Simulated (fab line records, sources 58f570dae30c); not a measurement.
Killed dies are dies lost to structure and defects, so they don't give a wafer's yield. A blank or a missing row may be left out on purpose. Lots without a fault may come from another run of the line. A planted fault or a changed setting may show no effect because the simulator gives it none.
Tool commonality check | flow berkeley_cmos170 | 15 lots, 45 wafers sampled

WHY IT WAS OPENED
At UCB170_GATE_THK_MEAS_05 the reading GATE_POLY_THK is flagged on 3 of 15 lots. Wafers without a fault read 214.1 nm, standard deviation 2.
Rule: a lot is flagged when every wafer of it that has a number lies more than 4 standard deviations from that mean, or none has a number. The other lots count as sound.

lot  | measured     | on            | GATE_POLY_THK (nm), wafer by wafer | flag
L801 | day 6 03:12  | film_metro-01 | 214.2 213.3 212.6                  |
L803 | day 6 13:08  | film_metro-03 | 216.1 214.6 215.9                  |
L806 | day 7 15:07  | film_metro-04 | 211.8 214.6 212.2                  |
L807 | day 7 15:07  | film_metro-01 | 210.8 211.7 210.8                  |
L812 | day 8 06:27  | film_metro-04 | 214.6 216.7 215.5                  |
L809 | day 8 06:29  | film_metro-03 | 217.2 217.2 216.4                  |
L810 | day 8 06:31  | film_metro-03 | 214.2 213.1 213.1                  |
L813 | day 8 21:57  | film_metro-03 | 216.4 216.0 214.9                  |
L814 | day 9 07:31  | film_metro-04 | 210.5 213.8 211.2                  |
L817 | day 9 07:31  | film_metro-01 | 216.1 217.1 217.0                  |
L815 | day 9 07:34  | film_metro-03 | 215.2 215.3 217.1                  |
L818 | day 9 15:18  | film_metro-04 | 336.0 336.5 331.7                  | FLAGGED
L819 | day 9 15:19  | film_metro-01 | 335.6 337.3 337.4                  | FLAGGED
L816 | day 9 15:22  | film_metro-04 | 336.4 336.9 337.1                  | FLAGGED
L820 | day 10 02:58 | film_metro-01 | 212.5 212.8 213.8                  |
The numbers of the flagged lots are 336.1 nm on average: +122.0 nm against the usual, or +61 standard deviations.

WHICH TOOL RAN EACH LOT
The record holds 1 process step before the reading, out of a route of 331 steps. In each cell: the tool, then ch and the chambers that the sampled wafers went through, then the start.
lot  | flag    | UCB170_GATE_CVD_04
L801 |         | lpcvd-01 ch 1, day 6 01:40
L803 |         | lpcvd-02 ch 0, day 6 11:44
L806 |         | lpcvd-01 ch 0, day 7 13:43
L807 |         | lpcvd-01 ch 0, day 7 13:43
L812 |         | lpcvd-02 ch 0, day 8 05:03
L809 |         | lpcvd-02 ch 0, day 8 05:03
L810 |         | lpcvd-02 ch 0, day 8 05:03
L813 |         | lpcvd-01 ch 0, day 8 19:50
L814 |         | lpcvd-02 ch 0, day 9 06:06
L817 |         | lpcvd-02 ch 0, day 9 06:06
L815 |         | lpcvd-02 ch 0, day 9 06:06
L818 | FLAGGED | lpcvd-02 ch 1, day 9 13:54
L819 | FLAGGED | lpcvd-02 ch 1, day 9 13:54
L816 | FLAGGED | lpcvd-02 ch 1, day 9 13:54
L820 |         | lpcvd-01 ch 1, day 10 01:34
What these steps do:
- UCB170_GATE_CVD_04: deposits poly-Si from SiH4, time 1440 s, target thk 214 nm.
- UCB170_GATE_THK_MEAS_05

FLAGGED OVER TOTAL, TOOL BY TOOL (the gauges that took the reading come last)
step                    | tool          | lots run | flagged | share of the flagged lots | sound lots run after its first flagged lot
UCB170_GATE_CVD_04      | lpcvd-01      | 5        | 0       | none                      | -
UCB170_GATE_CVD_04      | lpcvd-02      | 10       | 3       | all                       | 0
UCB170_GATE_THK_MEAS_05 | film_metro-01 | 5        | 1       | some                      | 1 (L820)
UCB170_GATE_THK_MEAS_05 | film_metro-03 | 5        | 0       | none                      | -
UCB170_GATE_THK_MEAS_05 | film_metro-04 | 5        | 2       | some                      | 0

WHAT THE TABLE ALLOWS
1 row of the table ran every flagged lot: lpcvd-02 at UCB170_GATE_CVD_04.
- lpcvd-02 at UCB170_GATE_CVD_04: 3 of its 10 lots flagged. Its last sound lot is L814 (day 9 06:06), its first flagged lot L816 (day 9 13:54): a fault that began between those two fits.
One tool is left: lpcvd-02 at UCB170_GATE_CVD_04.

WHAT THE SIMULATOR HAD PUT IN
Process parameter drift: lpcvd-02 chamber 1, from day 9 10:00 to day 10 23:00, at UCB170_GATE_CVD_04. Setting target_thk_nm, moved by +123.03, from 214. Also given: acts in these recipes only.
Lots struck among those shown: L818, L819, L816. The rule above found the same.
